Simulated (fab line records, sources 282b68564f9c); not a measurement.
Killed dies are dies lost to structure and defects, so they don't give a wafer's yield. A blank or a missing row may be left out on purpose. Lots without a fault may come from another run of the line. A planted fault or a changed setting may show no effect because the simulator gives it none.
A struck lot beside a sound one | flow rit_cmos | 14 steps out of a route of 202
Sound: wafers L899.3, L899.4, L899.6. Struck: wafers L910.1, L910.5, L910.6. The cause comes at the end.
At each step with rows: each side's tool, then ch and its chambers, then its first start. Under that, the readings that differ: sound wafers | struck wafers | difference of the means | sigmas: that difference in standard deviations of wafers without a fault.
alike: readings whose means differ by less than 2 such deviations, and words and numbers that are the same on both sides. not compared: withheld readings, readings that some wafer has no value for, bounds like >300 that may hide the same value, and numbers for which the record gives no deviation and whose values overlap.
The two part at a step that has a row with sigmas, a row that says differs or no value, or rows on one side only. Numbers that don't overlap but have no deviation are shown without sigmas and don't part them. A reading that every wafer of one side lacks parts them only if that side has two wafers or more.

first, 2 steps without rows for these wafers: RIT_NWELL_PEB_04; RIT_NWELL_DEVELOP_05 (develop time 68 s).
RIT_NWELL_OVL_MEAS_06:
  sound on overlay-01, day 2 01:55; struck on overlay-02, day 4 09:59
  alike: NWELL_OVL
then, 2 steps without rows for these wafers: RIT_NWELL_HARDBAKE_07 (time 120 s); RIT_NWELL_IMPLANT_08.
RIT_NWELL_STRIP_09: strips in O2, time 180 s.
  sound on plasma_asher-04 ch 0,1, day 2 02:31; struck on plasma_asher-04 ch 0,1, day 4 10:25
  alike: drypump_motor_current_A
  not compared: rf_hours_counter_h
RIT_NWELL_TW_MEAS_10:
  sound on film_metro-04, day 2 02:39; struck on film_metro-01, day 4 10:35
  reading  | sound          | struck         | difference | sigmas
  NWELL_TW | 2190 2179 2179 | 2125 2129 2130 | -55        | -3
then, 5 steps without rows for these wafers: RIT_PWELL_HMDS_00 (prime time 60 s); RIT_PWELL_COAT_01 (resist thk 1300 nm); RIT_PWELL_SOFTBAKE_02 (time 60 s); RIT_PWELL_EXPOSE_03 (exposes mask M3, target cd 43700 nm); RIT_PWELL_PEB_04.
RIT_PWELL_DEVELOP_05: develop time 68 s.
  sound on litho_track-04 ch 0, day 2 03:00; struck on litho_track-02, day 4 11:00
  no value came back on the struck wafers for chill_plate_temp_C (C), develop_time_s (s); on the sound wafers chill_plate_temp_C (C) reads 23.00 22.83 23.02
RIT_PWELL_OVL_MEAS_06:
  sound on overlay-02, day 2 03:43; struck on overlay-02, day 4 11:33
  reading        | sound         | struck | difference                    | sigmas
  PWELL_OVL (nm) | -1.0 -0.7 0.4 | - - -  | no value on the struck wafers |

WHERE THEY PART
First at RIT_NWELL_TW_MEAS_10; last, within this record, at RIT_PWELL_OVL_MEAS_06.

WHY: what the simulator had put in
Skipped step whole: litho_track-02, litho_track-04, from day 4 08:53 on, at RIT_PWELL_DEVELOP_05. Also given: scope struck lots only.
